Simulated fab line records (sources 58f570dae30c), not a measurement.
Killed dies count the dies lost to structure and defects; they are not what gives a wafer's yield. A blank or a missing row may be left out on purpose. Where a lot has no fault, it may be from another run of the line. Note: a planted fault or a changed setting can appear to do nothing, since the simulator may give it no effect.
fab line records ; flow berkeleyCmos170
record: lots: 13; wafers: 39; lastDay: 12
route steps=331 shown PFIELD@84
lots untouched by any fault: they come from a run of this same line in which no faults occurred
startH: hours from the record's opening day to when the first of the lot's shown wafers began ; waitH: how many hours have passed since the lot's step before this one ; " same as the row above ; L1.1+2: a row that stands for several wafers ; - no value, or no start given ; * or withheld: withheld ; < > ~ a bound
route shown NAME@n: a module of which the file shows steps, and the number in the route of the first ; usual: mean and standard deviation over wafers with no fault ; same: alike in all rows ; chamber/n: place in a boat ; sites: per-site readings ; _std_site: standard deviation of those values ; _edge_site: mean of outer sites minus mean of inner sites ; radiusMm: for every site, how far away it sits from the centre of the wafer ; mask NAME#n: copy n ; behind: the last tool/chamber to shape the wafer ; hold: the reason the lot was held/the length of the hold in hours/how it ended ; device: the transistor (n, p or np) that didn't switch ; end of line: the route-end tests of the same wafers ; for a step that has no rows: nothing shown but its recipe ; killed: dies lost to structure and defects at the first sort, not the wafer's yield ; map: per-die view of a wafer (x killed, . not killed, _ where there is no die)
set.NAME: the setting that was run; set.NAME@STEP: the one run at that earlier step ; model.NAME: the simulator's own value behind a step, which no gauge read
one table for each step of the route and one row for each wafer, over a sample of lots
== steps ==
step: UCB170_PFIELD_DEVELOP_05
recipe: developer: TMAH; developTimeS: 45; resist: KrF; devTempC: 21
lot.wafer;tool;chamber;startH;waitH
L924.4+5+6;lithoTrack-02;0;74;-
L926.1+4+6;lithoTrack-04;0;89;-
L927.2+5+6;lithoTrack-02;0;89;-
L928.1+2+6;lithoTrack-04;0;100;-
L933.1+3+6;lithoTrack-02;0;129;-
L934.1+3+6;lithoTrack-02;0;130;-
L936.1+4+5;lithoTrack-04;0;143;-
L938.1+4+5;lithoTrack-01;0;150;-
L940.2+5+6;lithoTrack-04;0;170;-
L942.1+3+5;lithoTrack-01;0;171;-
L943.1+2+5;lithoTrack-04;0;190;-
L946.1+3+4;lithoTrack-04;0;195;-
L944.2+3+6;lithoTrack-01;0;195;-
step: UCB170_PFIELD_TW_MEAS_09
usual: PFIELD_TW: 605/3
lot.wafer;tool;chamber;startH;waitH;PFIELD_TW
L924.4;filmMetro-03;-;75.21;0.1;611
L924.5;filmMetro-03;-;75.21;0.1;609
L924.6;filmMetro-03;-;75.21;0.1;604
L926.1;filmMetro-03;-;90.04;0.1;603
L926.4;filmMetro-03;-;90.04;0.1;605
L926.6;filmMetro-03;-;90.04;0.1;609
L927.2;filmMetro-03;-;90.17;0.1;605
L927.5;filmMetro-03;-;90.17;0.1;606
L927.6;filmMetro-03;-;90.17;0.1;607
L928.1;filmMetro-03;-;100.56;0.1;606
L928.2;filmMetro-03;-;100.56;0.1;607
L928.6;filmMetro-03;-;100.56;0.1;601
L933.1;filmMetro-04;-;130.36;0.1;61
L933.3;filmMetro-04;-;130.36;0.1;62
L933.6;filmMetro-04;-;130.36;0.1;62
L934.1;filmMetro-04;-;130.68;0.1;64
L934.3;filmMetro-04;-;130.68;0.1;63
L934.6;filmMetro-04;-;130.68;0.1;63
L936.1;filmMetro-04;-;143.74;0.1;606
L936.4;filmMetro-04;-;143.74;0.1;605
L936.5;filmMetro-04;-;143.74;0.1;606
L938.1;filmMetro-04;-;151.06;0.1;599
L938.4;filmMetro-04;-;151.06;0.1;604
L938.5;filmMetro-04;-;151.06;0.1;604
L940.2;filmMetro-04;-;171.07;0.1;604
L940.5;filmMetro-04;-;171.07;0.1;608
L940.6;filmMetro-04;-;171.07;0.1;607
L942.1;filmMetro-04;-;172.04;0.1;606
L942.3;filmMetro-04;-;172.04;0.1;606
L942.5;filmMetro-04;-;172.04;0.1;607
L943.1;filmMetro-03;-;190.81;0.1;608
L943.2;filmMetro-03;-;190.81;0.1;604
L943.5;filmMetro-03;-;190.81;0.1;607
L946.1;filmMetro-01;-;196.05;0.1;600
L946.3;filmMetro-01;-;196.05;0.1;604
L946.4;filmMetro-01;-;196.05;0.1;596
L944.2;filmMetro-04;-;196.19;0.1;604
L944.3;filmMetro-04;-;196.19;0.1;608
L944.6;filmMetro-04;-;196.19;0.1;607
== key ==
firstSign: step: UCB170_PFIELD_TW_MEAS_09; reading: PFIELD_TW; direction: down; sigmas: 99+; usual: 605; struck: 63
effect none on later readings
metAt UCB170_PFIELD_DEVELOP_05
struckLots L933,L934
sortLeftOut L933.1,L933.3,L933.6,L934.1,L934.3,L934.6
testerLeftOut L933,L934
onsetBetween 89 129
fault: kind: processParameterDrift; tool: lithoTrack-02; chamber: -; onsetH: 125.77; steps: UCB170_PFIELD_DEVELOP_05; channel: developTimeS; offset: *; shape: step; endH: 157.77; actsIn: *; stated: *
testerLeftOut: of these lots the tester's yield and bins aren't shown, on N5 and GAA mostly nor the transistor test; their killed dies are dies lost to structure and defects alone, not to doping, threshold or leakage, so they don't give the yield
sortLeftOut: the simulated sort isn't trusted on such a fault, so these wafers' sort isn't shown, and their yield isn't known
